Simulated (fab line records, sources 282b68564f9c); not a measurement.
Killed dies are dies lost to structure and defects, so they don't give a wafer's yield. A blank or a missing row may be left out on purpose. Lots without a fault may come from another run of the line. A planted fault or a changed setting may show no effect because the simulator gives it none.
fab line records | flow rit_cmos
record lots=5 wafers=15 last_day=7
route steps=202 shown CONTACT@178 M1@184
lots that met no fault: from a run of the same line without faults
start_h: hours from the record's first day to the start of the lot's first wafer shown | wait_h: hours since the lot's step before | " the same as in the row above | L1.1+2: a row that stands for several wafers | - no value, or no start given | * or withheld: withheld | < > ~ a bound
route shown NAME@n: a module of which the file shows steps, and the number in the route of the first | usual: mean/standard deviation of fault-free wafers | same: alike in all rows | chamber/n: place in a boat | sites: the reading at each site | _std_site: their standard deviation | _edge_site: outer sites' mean less inner sites' | radius_mm: how far each site lies from the wafer's centre | mask NAME#n: copy n | behind: the tool/chamber that last shaped the wafer | hold: why the lot was held/for how many hours/how that ended | device: the transistor (n, p or np) that didn't switch | end of line: the same wafers' tests at the end of the route | a step without rows: its recipe alone | killed: dies lost to structure and defects at the first sort, not the wafer's yield | map: a wafer's dies, x killed, . not, _ none there
set.NAME: the setting as run; set.NAME@STEP: as run at that earlier step | model.NAME: the simulator's own value behind a step, which no gauge read
lots at some steps of the route; a table a step, a row a wafer
services: from which hour (start_h, from the record's first day; less than 0 if before it) a tool's chamber was out of use, for how many hours, and why
## steps
# step RIT_CONTACT_HARDBAKE_10
# recipe resist=NOVOLAK temp_c=140 time_s=60
# columns lot.wafer tool chamber start_h wait_h
L074.2+3+4 litho_track-03 0 53.67 0.0
L088.1+5+6 litho_track-04 0 139.07 0.0
L092.1+3+5 litho_track-03 0 159.94 0.0
L091.1+4+6 litho_track-03 0 160.71 0.2
L093.1+3+6 litho_track-04 0 164.52 0.0
# step RIT_CONTACT_ETCH_11
# recipe target_depth_a=4800 over_etch_frac=0.2 stop_on=TiSi2 chemistry=CHF3/CF4/Ar target=SiO2 CHF3_flow_sccm=50 cf4_flow_sccm=10 Ar_flow_sccm=100 O2_flow_sccm=5 pressure_mtorr=100 rf_w=200 time_s=320
# usual drypump_motor_current_A=5.9/0.5 mfc_ar_sccm=100.0/0.3 oes_product_au=0.985/0.013 throttle_valve_pct=8.88/0.13
# columns lot.wafer tool chamber start_h wait_h drypump_motor_current_A mfc_ar_sccm oes_product_au rf_hours_counter_h throttle_valve_pct
L074.2 rie_diel-02 0 53.79 0.1 5.9 100.1 0.985 86 8.72
L074.3 " 3 " " 6.6 100.0 0.952 49 8.90
L074.4 " 0 " " 5.9 99.7 0.981 - 8.74
L088.1 rie_diel-02 3 139.22 0.1 6.6 99.7 0.953 51 8.93
L088.5 " 2 " " 5.4 99.8 0.997 - 8.64
L088.6 " 3 " " 6.6 99.9 0.958 - 8.91
L092.1 rie_diel-01 1 160.09 0.1 6.4 99.5 1.013 94 8.81
L092.3 " 0 " " 6.3 100.3 0.990 3 8.94
L092.5 " 0 " " 6.3 100.4 0.994 - 8.93
L091.1 rie_diel-04 0 160.86 0.1 5.8 100.1 0.995 38 8.64
L091.4 " 1 " " 5.3 99.9 0.983 116 8.87
L091.6 " 2 " " 6.7 100.8 0.990 - 9.00
L093.1 rie_diel-02 1 164.67 0.1 5.9 100.2 0.995 143 9.03
L093.3 " 2 " " 5.5 100.0 0.994 8 8.64
L093.6 " 2 " " 5.5 99.8 0.992 - 8.64
# step RIT_CONTACT_STRIP_12
# recipe chemistry=O2 time_s=180 resist=NOVOLAK platen_temp_c=withheld power_w=500 pressure_mtorr=4000 o2_flow_sccm=4000
# usual drypump_motor_current_A=5.8/0.6
# columns lot.wafer tool chamber start_h wait_h drypump_motor_current_A rf_hours_counter_h
L074.2 plasma_asher-03 0 53.99 0.1 6.3 26
L074.3 " 0 " " 6.3 -
L074.4 " 1 " " 5.0 -
L088.1 plasma_asher-03 0 139.42 0.1 6.3 35
L088.5 " 1 " " 5.0 -
L088.6 " 0 " " 6.3 -
L092.1 plasma_asher-02 0 160.29 0.1 6.6 51
L092.3 " 1 " " 5.5 -
L092.5 " 1 " " 5.5 -
L091.1 plasma_asher-04 0 161.05 0.1 5.4 51
L091.4 " 0 " " 5.4 -
L091.6 " 1 " " 6.1 -
L093.1 plasma_asher-03 1 164.87 0.1 5.0 37
L093.3 " 1 " " 5.0 -
L093.6 " 1 " " 5.0 -
# step RIT_CONTACT_CD_MEAS_90
# recipe target_cd_nm=1000
# usual cd_nm=998.8/2.7
# columns lot.wafer tool chamber start_h wait_h cd_nm
L074.2 cd_sem-01 - 54.18 0.1 996.3
L074.3 " - " " 998.6
L074.4 " - " " 1000.0
L088.1 cd_sem-01 - 139.59 0.1 994.3
L088.5 " - " " 993.9
L088.6 " - " " 994.7
L092.1 cd_sem-02 - 160.46 0.1 996.2
L092.3 " - " " 996.4
L092.5 " - " " 998.5
L091.1 cd_sem-01 - 161.23 0.1 999.3
L091.4 " - " " 998.1
L091.6 " - " " 998.0
L093.1 cd_sem-01 - 165.04 0.1 1000.0
L093.3 " - " " 997.1
L093.6 " - " " 997.7
# step RIT_CONTACT_CLEAN_13
# recipe chemistry=SC1 mix=3:3:50 time_s=600 temp_c=75
# columns lot.wafer tool chamber start_h wait_h
L074.2+3+4 wet_bench-02 1 54.28 0.1
L088.1+5+6 wet_bench-03 0 139.71 0.1
L092.1+3+5 wet_bench-03 3 160.58 0.1
L091.1+4+6 wet_bench-04 1 161.35 0.1
L093.1+3+6 wet_bench-02 2 165.16 0.1
# step RIT_CONTACT_CLEAN_14
# recipe chemistry=SC2 mix=3:3:50 time_s=600 temp_c=75 dry=n2_spin
# columns lot.wafer tool chamber start_h wait_h
L074.2+3+4 wet_bench-03 0 54.47 0.0
L088.1+5+6 wet_bench-04 2 139.89 0.0
L092.1+3+5 wet_bench-02 3 160.76 0.0
L091.1+4+6 wet_bench-03 1 161.52 0.0
L093.1+3+6 wet_bench-03 1 165.35 0.0
# step RIT_M1_SPUTTER_00
# recipe material=Al target_thk_nm=400 power_w=2000 chamber_pressure_pa=0.4 gas=Ar time_s=500 substrate_temp_c=25
# usual throttle_valve_pct=30.8/0.77
# columns lot.wafer tool chamber start_h wait_h throttle_valve_pct
L074.2 pvd_sputter-02 - 54.65 0.0 30.8
L074.3 " - " " 32.1
L074.4 " - " " 30.4
L088.1 pvd_sputter-02 - 140.06 0.0 32.0
L088.5 " - " " 30.7
L088.6 " - " " 30.3
L092.1 pvd_sputter-04 - 160.95 0.0 31.1
L092.3 " - " " 31.2
L092.5 " - " " 31.6
L091.1 pvd_sputter-02 - 161.70 0.0 30.5
L091.4 " - " " 30.7
L091.6 " - " " 30.1
L093.1 pvd_sputter-04 - 165.53 0.0 31.1
L093.3 " - " " 31.2
L093.6 " - " " 31.2
# step RIT_M1_RS_MEAS_01
# recipe thk_meas_gauge=four-point-probe reads=Al_of_M1_SPUTTER_00
# usual M1_AL_RS=0.0736/0.0009
# columns lot.wafer tool chamber start_h wait_h M1_AL_RS[ohm/sq]
L074.2 film_metro-02 - 54.96 0.2 0.0721
L074.3 " - " " 0.0718
L074.4 " - " " 0.0722
L088.1 film_metro-01 - 140.36 0.1 0.0728
L088.5 " - " " 0.0738
L088.6 " - " " 0.0738
L092.1 film_metro-02 - 161.24 0.1 0.0735
L092.3 " - " " 0.0745
L092.5 " - " " 0.0748
L091.1 film_metro-02 - 161.99 0.1 0.0726
L091.4 " - " " 0.0724
L091.6 " - " " 0.0721
L093.1 film_metro-01 - 165.82 0.1 0.0737
L093.3 " - " " 0.0736
L093.6 " - " " 0.0747
# step RIT_M1_THK_MEAS_02
# recipe thk_meas_gauge=xrf reads=Al_of_M1_SPUTTER_00
# usual M1_AL_THK=405/5.1
# columns lot.wafer tool chamber start_h wait_h M1_AL_THK[nm]
L074.2 film_metro-02 - 55.07 0.1 413
L074.3 " - " " 414
L074.4 " - " " 410
L088.1 film_metro-01 - 140.48 0.1 411
L088.5 " - " " 403
L088.6 " - " " 405
L092.1 film_metro-02 - 161.36 0.1 405
L092.3 " - " " 398
L092.5 " - " " 398
L091.1 film_metro-02 - 162.11 0.1 411
L091.4 " - " " 409
L091.6 " - " " 413
L093.1 film_metro-01 - 165.94 0.1 401
L093.3 " - " " 406
L093.6 " - " " 397
# step RIT_M1_HMDS_03
# recipe prime_time_s=60 prime_temp_c=140
# columns lot.wafer tool chamber start_h wait_h
L074.2+3+4 litho_track-03 0 55.15 0.1
L088.1+5+6 litho_track-04 0 140.54 0.1
L092.1+3+5 litho_track-03 0 161.62 0.2
L091.1+4+6 litho_track-04 0 162.17 0.1
L093.1+3+6 litho_track-04 0 166.04 0.1
# step RIT_M1_COAT_04
# recipe resist=NOVOLAK spin_rpm=2000 resist_thk_nm=1300
# columns lot.wafer tool chamber start_h wait_h
L074.2+3+4 litho_track-03 0 55.30 0.1
L088.1+5+6 litho_track-04 0 140.69 0.1
L092.1+3+5 litho_track-03 0 161.77 0.1
L091.1+4+6 litho_track-04 0 162.32 0.1
L093.1+3+6 litho_track-04 0 166.19 0.1
# step RIT_M1_SOFTBAKE_05
# recipe resist=NOVOLAK temp_c=90 time_s=60
# columns lot.wafer tool chamber start_h wait_h
L074.2+3+4 litho_track-03 0 55.45 0.1
L088.1+5+6 litho_track-04 0 140.84 0.1
L092.1+3+5 litho_track-03 0 161.92 0.1
L091.1+4+6 litho_track-04 0 162.47 0.1
L093.1+3+6 litho_track-04 0 166.34 0.1
# step RIT_M1_EXPOSE_06
# recipe mask_id=M12 na=0.6 source_shape=conventional sigma_outer=0.5 target_cd_nm=2600 dose_mj=250
# usual exposure_dose_mJ_cm2=249.89/0.22
# same sigma_outer=0.5
# columns lot.wafer tool chamber start_h wait_h mask exposure_dose_mJ_cm2
L074.2 iline_stepper-01 0 55.59 0.1 M12#0 249.86
L074.3 " 0 " " M12#0 249.47
L074.4 " 0 " " M12#0 249.80
L088.1 iline_stepper-02 0 141.11 0.2 M12#0 250.11
L088.5 " 0 " " M12#0 249.82
L088.6 " 0 " " M12#0 249.56
L092.1 iline_stepper-01 0 162.19 0.2 M12#0 249.90
L092.3 " 0 " " M12#0 250.23
L092.5 " 0 " " M12#0 249.98
L091.1 iline_stepper-02 0 162.75 0.2 M12#0 250.16
L091.4 " 0 " " M12#0 250.38
L091.6 " 0 " " M12#0 249.96
L093.1 iline_stepper-01 0 166.61 0.2 M12#0 249.67
L093.3 " 0 " " M12#0 249.99
L093.6 " 0 " " M12#0 249.68
# step RIT_M1_PEB_07
# recipe resist=NOVOLAK temp_c=withheld time_s=withheld
# columns lot.wafer tool chamber start_h wait_h
L074.2+3+4 litho_track-02 0 55.71 0.1
L088.1+5+6 litho_track-04 0 141.23 0.1
L092.1+3+5 litho_track-02 0 162.31 0.1
L091.1+4+6 litho_track-03 0 162.91 0.1
L093.1+3+6 litho_track-03 0 166.75 0.1
# step RIT_M1_DEVELOP_08
# recipe resist=NOVOLAK develop_time_s=68 dev_temp_c=23
# columns lot.wafer tool chamber start_h wait_h
L074.2+3+4 litho_track-02 0 - -
L088.1+5+6 litho_track-04 0 - -
L092.1+3+5 litho_track-02 0 - -
L091.1+4+6 litho_track-03 0 - -
L093.1+3+6 litho_track-03 0 - -
# step RIT_M1_CD_MEAS_09
# recipe target_cd_nm=2600
# usual cd_nm=2599.5/1.9
# columns lot.wafer tool chamber start_h wait_h cd_nm
L074.2 cd_sem-02 - 56.02 - 2600.1
L074.3 " - " " 2601.0
L074.4 " - " " 2601.5
L088.1 cd_sem-01 - 141.54 - 2600.6
L088.5 " - " " 2598.0
L088.6 " - " " 2598.7
L092.1 cd_sem-02 - 162.62 - 2599.2
L092.3 " - " " 2598.6
L092.5 " - " " 2597.7
L091.1 cd_sem-01 - 163.22 - 2596.0
L091.4 " - " " 2596.2
L091.6 " - " " 2596.8
L093.1 cd_sem-01 - 167.06 - 2602.4
L093.3 " - " " 2601.9
L093.6 " - " " 2602.4
# step RIT_M1_OVL_MEAS_10
# usual M1_OVL=0.3/1.4
# columns lot.wafer tool chamber start_h wait_h M1_OVL[nm]
L074.2 overlay-01 - 56.13 0.1 -0.5
L074.3 " - " " 0.2
L074.4 " - " " 0.6
L088.1 overlay-02 - 141.66 0.1 -0.7
L088.5 " - " " 1.2
L088.6 " - " " 1.1
L092.1 overlay-01 - 162.74 0.1 0.9
L092.3 " - " " 1.7
L092.5 " - " " 0.9
L091.1 overlay-01 - 163.34 0.1 0.2
L091.4 " - " " 0.8
L091.6 " - " " 2.3
L093.1 overlay-02 - 167.18 0.1 0.2
L093.3 " - " " -0.1
L093.6 " - " " -1.5
# step RIT_M1_HARDBAKE_11
# recipe resist=NOVOLAK temp_c=140 time_s=120
# columns lot.wafer tool chamber start_h wait_h
L074.2+3+4 litho_track-04 0 56.20 0.1
L088.1+5+6 litho_track-03 0 141.70 0.0
L092.1+3+5 litho_track-04 0 162.78 0.0
L091.1+4+6 litho_track-03 0 163.54 0.2
L093.1+3+6 litho_track-02 0 167.22 0.0
# step RIT_M1_METAL_ETCH_12
# recipe stop_on=SiO2 chemistry=Cl2/BCl3 target=Al time_s=165 over_etch_frac=0.5 pressure_mtorr=100 target_depth_a=6000 rf_w=250 Cl2_flow_sccm=60 bcl3_flow_sccm=50
# usual drypump_motor_current_A=5.9/0.38 oes_product_au=0.768/0.012 throttle_valve_pct=8.32/0.08
# columns lot.wafer tool chamber start_h wait_h drypump_motor_current_A oes_product_au rf_hours_counter_h throttle_valve_pct
L074.2 rie_metal-04 1 56.41 0.2 5.0 0.778 1 8.25
L074.3 " 1 " " 5.0 0.784 - 8.24
L074.4 " 0 " " 6.2 0.791 - 8.19
L088.1 rie_metal-02 0 141.95 0.2 6.1 0.780 3 8.33
L088.5 " 0 " " 6.1 0.782 - 8.33
L088.6 " 1 " " 5.9 0.750 - 8.37
L092.1 rie_metal-03 0 163.03 0.2 6.1 0.792 0 8.30
L092.3 " 0 " " 6.0 0.778 - 8.33
L092.5 " 0 " " 6.0 0.778 - 8.30
L091.1 rie_metal-02 1 163.79 0.2 5.9 0.757 3 8.38
L091.4 " 0 " " 6.1 0.783 - 8.32
L091.6 " 0 " " 6.2 0.790 - 8.34
L093.1 rie_metal-03 0 167.47 0.2 6.0 0.786 0 8.30
L093.3 " 1 " " 6.1 0.770 - 8.42
L093.6 " 1 " " 6.1 0.763 - 8.44
# step RIT_M1_STRIP_13
# recipe chemistry=nmp resist=NOVOLAK temp_c=80 time_s=600 dry=n2_spin
# columns lot.wafer tool chamber start_h wait_h
L074.2+3+4 wet_bench-03 1 56.57 0.1
L088.1+5+6 wet_bench-03 3 142.11 0.1
L092.1+3+5 wet_bench-02 3 163.19 0.1
L091.1+4+6 wet_bench-01 3 163.95 0.1
L093.1+3+6 wet_bench-01 2 167.63 0.1
# step RIT_M1_STRIP_14
# recipe chemistry=O2 time_s=180 platen_temp_c=withheld power_w=500 pressure_mtorr=4000 o2_flow_sccm=4000
# usual drypump_motor_current_A=5.7/0.52
# columns lot.wafer tool chamber start_h wait_h drypump_motor_current_A rf_hours_counter_h
L074.2 plasma_asher-02 1 56.75 0.0 5.4 43
L074.3 " 1 " " 5.5 -
L074.4 " 0 " " 6.6 -
L088.1 plasma_asher-03 1 142.28 0.0 5.0 35
L088.5 " 0 " " 6.3 -
L088.6 " 1 " " 5.0 -
L092.1 plasma_asher-01 0 163.38 0.0 5.4 4
L092.3 " 0 " " 5.4 -
L092.5 " 0 " " 5.4 -
L091.1 plasma_asher-01 1 164.14 0.0 5.9 4
L091.4 " 1 " " 5.9 -
L091.6 " 1 " " 5.9 -
L093.1 plasma_asher-01 1 167.82 0.0 5.9 5
L093.3 " 0 " " 5.4 -
L093.6 " 1 " " 5.9 -
# step RIT_M1_CD_MEAS_90
# recipe target_cd_nm=2600
# usual cd_nm=2599.5/2.3
# columns lot.wafer tool chamber start_h wait_h cd_nm
L074.2 cd_sem-02 - 56.94 0.1 2602.4
L074.3 " - " " 2601.2
L074.4 " - " " 2602.7
L088.1 cd_sem-01 - 142.46 0.1 2600.3
L088.5 " - " " 2597.1
L088.6 " - " " 2596.8
L092.1 cd_sem-01 - 163.56 0.1 2598.5
L092.3 " - " " 2596.3
L092.5 " - " " 2597.2
L091.1 cd_sem-01 - 164.32 0.1 2594.6
L091.4 " - " " 2595.6
L091.6 " - " " 2596.9
L093.1 cd_sem-01 - 168.00 0.1 2602.7
L093.3 " - " " 2602.9
L093.6 " - " " 2603.0
# step RIT_M1_ANNEAL_15
# recipe temp_c=450 time_s=1800 ambient=forming_gas_H2N2
# columns lot.wafer tool chamber start_h wait_h
L074.2+3+4 furnace-02 0 57.35 0.4
L088.1+5+6 furnace-02 0 143.59 1.1
L092.1+3+5 furnace-02 0 163.68 0.1
L091.1+4+6 furnace-02 0 165.18 0.8
L093.1+3+6 furnace-02 0 168.12 0.1
# step RIT_M1_BOW_MEAS_16
# recipe mode=bow
# usual M1_BOW=18/7.4
# columns lot.wafer tool chamber start_h wait_h M1_BOW[um]
L074.2 film_metro-01 - 58.87 0.0 8
L074.3 " - " " 2
L074.4 " - " " 20
L088.1 film_metro-03 - 145.10 0.0 16
L088.5 " - " " 14
L088.6 " - " " 17
L092.1 film_metro-02 - 165.18 0.0 23
L092.3 " - " " 29
L092.5 " - " " 20
L091.1 film_metro-02 - 166.68 0.0 16
L091.4 " - " " 3
L091.6 " - " " 14
L093.1 film_metro-02 - 169.62 0.0 15
L093.3 " - " " 14
L093.6 " - " " 4
# step RIT_M1_PROBE_99
# usual defect_limited_yield=97.2/1.2 killed_at_contacts=0.1/0.24 killed_at_front_end=7/3.1 killed_dies=7/3.1 killed_open=3.3/1.9 killed_short=3.9/2.1 sort_bin_3_pad_short=0.2/0.28 sort_bin_5_function=1.6/0.85 sort_bin_6_memory=1.0/0.59 sort_n_pass=257/3.1 sort_yield_pct=97.2/1.2
# same gross_dies=264 killed_at_M0_to_M3=0 killed_at_M4_up=0 killed_at_back_side=0 killed_at_other=0
# columns lot.wafer tool chamber start_h wait_h defect_limited_yield[%] killed_at_contacts killed_at_front_end killed_dies killed_open killed_short sort_bin_3_pad_short[%] sort_bin_5_function[%] sort_bin_6_memory[%] sort_n_pass sort_yield_pct[%]
L074.2 prober-01 - 59.02 0.1 97.3 0 7 7 4 3 0 1.5 1.1 257 97.3
L074.3 prober-01 - 59.07 0.2 95.5 0 12 12 4 8 0.4 2.3 1.9 252 95.5
L074.4 prober-01 - 59.12 0.2 97.0 0 8 8 5 3 0.8 2.3 0 256 97.0
L088.1 prober-02 - 145.22 0.1 99.6 0 1 1 1 0 0 0.4 0 263 99.6
L088.5 prober-02 - 145.42 0.2 97.3 0 7 7 2 5 0 1.1 1.5 257 97.3
L088.6 prober-02 - 145.47 0.2 97.0 0 8 8 5 3 0.4 1.1 1.5 256 97.0
L092.1 prober-02 - 165.30 0.1 97.7 0 6 6 1 5 0.4 1.1 0.8 258 97.7
L092.3 prober-02 - 165.40 0.2 97.3 1 6 7 5 2 0 1.5 1.1 257 97.3
L092.5 prober-02 - 165.50 0.2 97.3 0 7 7 2 5 0 1.5 1.1 257 97.3
L091.1 prober-01 - 166.80 0.1 95.5 0 12 12 8 4 0 3.4 1.1 252 95.5
L091.4 prober-01 - 166.95 0.2 98.1 1 4 5 2 3 0 1.5 0.4 259 98.1
L091.6 prober-01 - 167.05 0.2 97.0 0 8 8 5 3 0 1.9 1.1 256 97.0
L093.1 prober-02 - 169.74 0.1 95.5 0 12 12 6 6 0.4 1.5 2.7 252 95.5
L093.3 prober-02 - 169.84 0.2 95.1 0 13 13 7 6 0.4 3.0 1.5 251 95.1
L093.6 prober-02 - 169.99 0.2 96.6 0 9 9 4 5 0.4 1.1 1.9 255 96.6
# killed by level:class
L074.2 GATE:geometric_particle:open=3 FOX1:geometric_particle:short=1 GATE:geometric_particle:short=1 SPACER:geometric_particle:open=1 SPACER:geometric_particle:short=1
L074.3 GATE:geometric_particle:short=4 FOX1:geometric_particle:short=2 SPACER:geometric_particle:open=2 SPACER:geometric_particle:short=2 GATE:geometric_particle:open=1 SILICIDE:geometric_particle:open=1
L074.4 FOX1:geometric_particle:open=3 SILICIDE:geometric_particle:open=2 FOX2:geometric_particle:short=1 GATE:geometric_particle:short=1 REOX:geometric_particle:short=1
L088.1 GATE:geometric_particle:open=1
L088.5 REOX:geometric_particle:short=3 GATE:geometric_particle:open=2 GATE:geometric_particle:short=1 SILICIDE:geometric_particle:short=1
L088.6 FOX2:geometric_particle:open=2 SPACER:geometric_particle:short=2 SPACER:geometric_particle:open=2 FOX2:geometric_particle:short=1 REOX:geometric_particle:open=1
L092.1 FOX1:geometric_particle:short=2 REOX:geometric_particle:short=2 SPACER:geometric_particle:short=1 SILICIDE:geometric_particle:open=1
L092.3 REOX:geometric_particle:open=3 GATE:geometric_particle:open=2 GATE:geometric_particle:short=1 CONTACT:geometric_particle:short=1
L092.5 FOX1:geometric_particle:short=1 FOX2:geometric_particle:short=1 GATE:geometric_particle:open=1 GATE:geometric_particle:short=1 REOX:geometric_particle:open=1 REOX:geometric_particle:short=1 SILICIDE:geometric_particle:short=1
L091.1 GATE:geometric_particle:open=4 REOX:geometric_particle:short=3 REOX:geometric_particle:open=2 ACTIVE:geometric_particle:short=1 FOX1:geometric_particle:open=1 SILICIDE:geometric_particle:open=1
L091.4 SILICIDE:geometric_particle:short=2 FOX1:geometric_particle:open=1 SPACER:geometric_particle:short=1 CONTACT:geometric_particle:open=1
L091.6 FOX1:geometric_particle:short=2 REOX:geometric_particle:open=2 FOX1:geometric_particle:open=1 GATE:geometric_particle:open=1 SPACER:geometric_particle:open=1 SPACER:geometric_particle:short=1
L093.1 REOX:geometric_particle:short=6 REOX:geometric_particle:open=2 SPACER:geometric_particle:open=2 GATE:geometric_particle:open=1 SILICIDE:geometric_particle:open=1
L093.3 FOX2:geometric_particle:open=3 REOX:geometric_particle:short=3 SILICIDE:geometric_particle:open=2 FOX1:geometric_particle:open=1 GATE:geometric_particle:open=1 GATE:geometric_particle:short=1 SPACER:geometric_particle:short=1 SILICIDE:geometric_particle:short=1
L093.6 GATE:geometric_particle:short=2 REOX:geometric_particle:short=2 SILICIDE:geometric_particle:open=2 FOX1:geometric_particle:short=1 GATE:geometric_particle:open=1 SPACER:geometric_particle:open=1
## services
# columns tool chamber start_h hours kind
plasma_asher-04 - 35.24 10.0 pm
pvd_sputter-04 - 36.06 4.5 repair
plasma_asher-02 - 44.58 1.2 repair
wet_bench-01 - 46.24 33.6 pm
rie_diel-02 2 46.39 30.1 repair
plasma_asher-04 - 47.58 3.2 repair
rie_metal-02 - 51.33 0.4 repair
rie_metal-03 - 51.51 2.1 repair
rie_metal-04 1 53.84 2.2 repair
rie_metal-03 1 55.42 9.3 repair
plasma_asher-02 - 92.16 14.6 pm
pvd_sputter-02 - 93.61 4.8 repair
rie_diel-04 2 107.10 10.3 repair
wet_bench-01 - 108.21 1.2 repair
plasma_asher-01 - 108.75 9.0 pm
iline_stepper-01 - 111.55 2.7 repair
plasma_asher-03 - 112.93 2.7 repair
rie_metal-02 - 113.42 0.6 repair
rie_diel-02 2 115.89 2.3 repair
plasma_asher-04 - 116.94 2.9 repair
rie_metal-03 1 118.97 20.8 repair
rie_metal-03 - 136.12 20.0 pm
rie_metal-04 1 152.64 8.5 repair
rie_metal-03 - 155.65 0.4 repair
## key
fault none
